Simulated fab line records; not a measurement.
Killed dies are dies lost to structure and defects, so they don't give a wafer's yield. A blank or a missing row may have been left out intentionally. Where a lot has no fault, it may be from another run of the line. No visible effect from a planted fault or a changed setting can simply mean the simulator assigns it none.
Split-lot trial ; flow berkeley-cmos170 ; on a route of 331 steps: 5 lots, 23 wafers read

## ABOUT THE SPLIT
At UCB170_V2_CVD_00 (deposits SiO2 from TEOS/O2, target thk 2000 nm, time 250 s), the setting time-s was moved away from the recipe's 250 s on 8 of the 23 wafers read, by -12.5% to +12.1%. All remaining wafers had this setting at the recipe value.

The file shows no step between the split and the reading.

## THE READING
V2_TEOS_THK in nanometres, read at UCB170_V2_THK_MEAS_01. On this fab line, fault-free wafers typically give 1999 nm with a standard deviation of 26 nm.

wafer;tool, chamber at the split;time-s as run, s;against the recipe;V2_TEOS_THK, nm;against lot-mates on the recipe
L075.1;pecvd-04, 2;218.7;-12.5%;1786;-230
L075.2;pecvd-04, 0;250;recipe;1991;-
L075.3;pecvd-04, 1;218.7;-12.5%;1777;-240
L075.4;pecvd-04, 2;218.7;-12.5%;1779;-238
L075.6;pecvd-04, 1;250;recipe;2042;-
L074.1;pecvd-04, 1;250;recipe;2030;-
L074.3;pecvd-04, 2;250;recipe;1985;-
L074.4;pecvd-04, 1;250;recipe;2043;-
L079.1;pecvd-03, 2;250;recipe;1970;-
L079.2;pecvd-03, 0;250;recipe;1977;-
L079.3;pecvd-03, 1;250;recipe;1961;-
L079.4;pecvd-03, 1;250;recipe;2003;-
L079.5;pecvd-03, 2;250;recipe;2012;-
L081.1;pecvd-03, 1;280.2;+12.1%;2202;+207
L081.2;pecvd-03, 0;280.2;+12.1%;2194;+199
L081.3;pecvd-03, 2;250;recipe;1991;-
L081.5;pecvd-03, 2;250;recipe;2002;-
L081.6;pecvd-03, 0;250;recipe;1991;-
L083.1;pecvd-03, 0;230.4;-7.8%;1826;-169
L083.2;pecvd-03, 1;230.4;-7.8%;1809;-186
L083.3;pecvd-03, 2;250;recipe;1984;-
L083.5;pecvd-03, 1;230.4;-7.8%;1857;-138
L083.6;pecvd-03, 0;250;recipe;2006;-

FIT RESULTS
A straight line over all 23 wafers: V2_TEOS_THK changes by +17.8 nm for each +1% of time-s; r = +0.98; the points scatter about the line by 24 nm.
The same after taking each lot's own level away (the mean of its wafers on the recipe; 23 wafers): +18.4 nm for each +1%; r = +0.99; scatter 20 nm.
That fit puts the effect of the largest move of time-s on the reading at 2.3e+02 nm.
Across the lots, their own levels run from 1984.6 to 2019.3 nm, a range of 1.3 times the standard deviation given above.
The two slopes are in agreement: the lot-to-lot level therefore moves the slope only a little.
Check: -237 nm against its lot-mates is what the line predicts for one of the wafers moved furthest among these (-12.5%) when that wafer is left out of the fit. Against them it came out at -230 nm.

## FURTHER SPLITS ON THESE WAFERS
These wafers also went through other splits before the reading. Each is held against what the fit with the lots' levels taken away leaves over:
other split on the same wafers;wafers away from the commonest value;r with V2_TEOS_THK (lot level and that fit taken away)
UCB170_V1_PEB_10 peb-temp-c;8;+0.05
UCB170_M2_EXPOSE_12 dose-mj;7;-0.28

## THE WHOLE CHAIN: every reading that the file lists as answering this split, in the file's order
step;what it does;reading;change (the file's fit);r (the file's)
UCB170_V2_CVD_00;deposits SiO2 from TEOS/O2, target thk 2000 nm, time 250 s;SiO2_of_V2_CVD_00.thk-nm (the simulator's own value, which no gauge read);+18.4 nm for each +1% of the setting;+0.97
UCB170_V2_THK_MEAS_01;;V2_TEOS_THK;+18.4 for each +1% of the setting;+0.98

## FILE'S OWN FIT
V2_TEOS_THK changes by +18.4 nm for each +1% of time-s, r = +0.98.
